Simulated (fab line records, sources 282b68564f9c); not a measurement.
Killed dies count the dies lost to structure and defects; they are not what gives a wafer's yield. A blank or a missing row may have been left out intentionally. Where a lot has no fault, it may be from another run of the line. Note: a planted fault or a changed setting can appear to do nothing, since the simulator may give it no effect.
Problem report, 8D (eight disciplines) form, completed by code + flow rit cmos + the parts of the form that need people (team, actions taken, sign-off) are left out

## 1. WHAT WENT WRONG
Wafers without a fault read 100.01 mTorr, standard deviation 0.085; chamber pressure mTorr at RIT_M1_METAL_ETCH_12 reads a mean of 120.00 mTorr on 3 wafers belonging to 2 lots. So: +99 or more standard deviations from the usual mean.
The step: etches Al in Cl2/BCl3, stops on SiO2, time 165 s, target depth 600 nm.
Earliest sighting: wafer L625.2 on rie metal-03 at day 5 10:31. The record holds 42 wafers of 14 lots with a number at this step. Rule for "out" (also "out of limits"): further than 4 standard deviations from the usual mean. Any other wafer with a number is counted as sound.

## 2. WHAT IT IS AND WHAT IT IS NOT
| question                    | is                     | is not                                                                                                   |
|-----------------------------|------------------------|----------------------------------------------------------------------------------------------------------|
| which readings at this step | chamber pressure mTorr | drypump motor current A, oes product au, throttle valve pct                                              |
| which lots                  | L625, L628             | L615, L616, L618, L619, L620, L621, L631, L632, L634, L635, L636, L638                                   |
| which wafers of those lots  | L625.2, L625.3, L628.4 | L625.1, L628.3, L628.5                                                                                   |
| read on which tools         | rie metal-03           | rie metal-01, rie metal-02                                                                               |
| when                        | from day 5 10:31       | up to then (19 sound wafers); but 20 sound wafers of L628, L631, L632, L634, L635, L636, L638 came after |

## 3. SUSPECTS, AND WHAT RULES EACH OUT
Counting: a tool at a process step up to the reading stays a suspect if it ran every lot that is out. Sound lots after the first of them don't rule it out here, since some wafers of a struck lot are sound.
- rie metal-03 at RIT_M1_METAL_ETCH_12 (etches Al in Cl2/BCl3, stops on SiO2, time 165 s, target depth 600 nm): kept. Ran every lot that is out, first one L625 (day 5 10:31); last sound lot up to then L619 (day 4 05:59). Its own readings are out on those wafers: chamber pressure mTorr.
- Within rie metal-03 at RIT_M1_METAL_ETCH_12, the wafers that are out were processed in chamber 1 and their sound lot-mates in chamber 0.
Remaining after the count: rie metal-03 at RIT_M1_METAL_ETCH_12.

## 4. THE CAUSE (what the simulator had put in)
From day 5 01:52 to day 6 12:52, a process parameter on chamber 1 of rie metal-03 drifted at RIT_M1_METAL_ETCH_12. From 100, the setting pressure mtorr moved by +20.
The count eliminated every tool but this one.

## 5. THE EFFECT CHAIN, in route order
One row per reading whose mean, taken over the struck wafers that have a number, lies over 3 standard deviations from the usual. Scope: only readings with a usual standard deviation given in the record; hours: median across lots of the time from each lot's start at the first step in this table that gives one to its start at this step; sigmas: change in usual standard deviations.
| hours | step                 | reading                | usual        | on struck wafers | change | sigmas      |
|-------|----------------------|------------------------|--------------|------------------|--------|-------------|
| 0     | RIT_M1_METAL_ETCH_12 | chamber pressure mTorr | 100.01 mTorr | 120.00           | +19.99 | +99 or more |
The process steps in it:
- RIT_M1_METAL_ETCH_12: etches Al in Cl2/BCl3, stops on SiO2, time 165 s, target depth 600 nm.

## 6. WHAT WOULD HAVE CAUGHT IT SOONER
First out-of-limits reading in this record: day 5 10:31, which is 9 hours after fault onset at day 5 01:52.
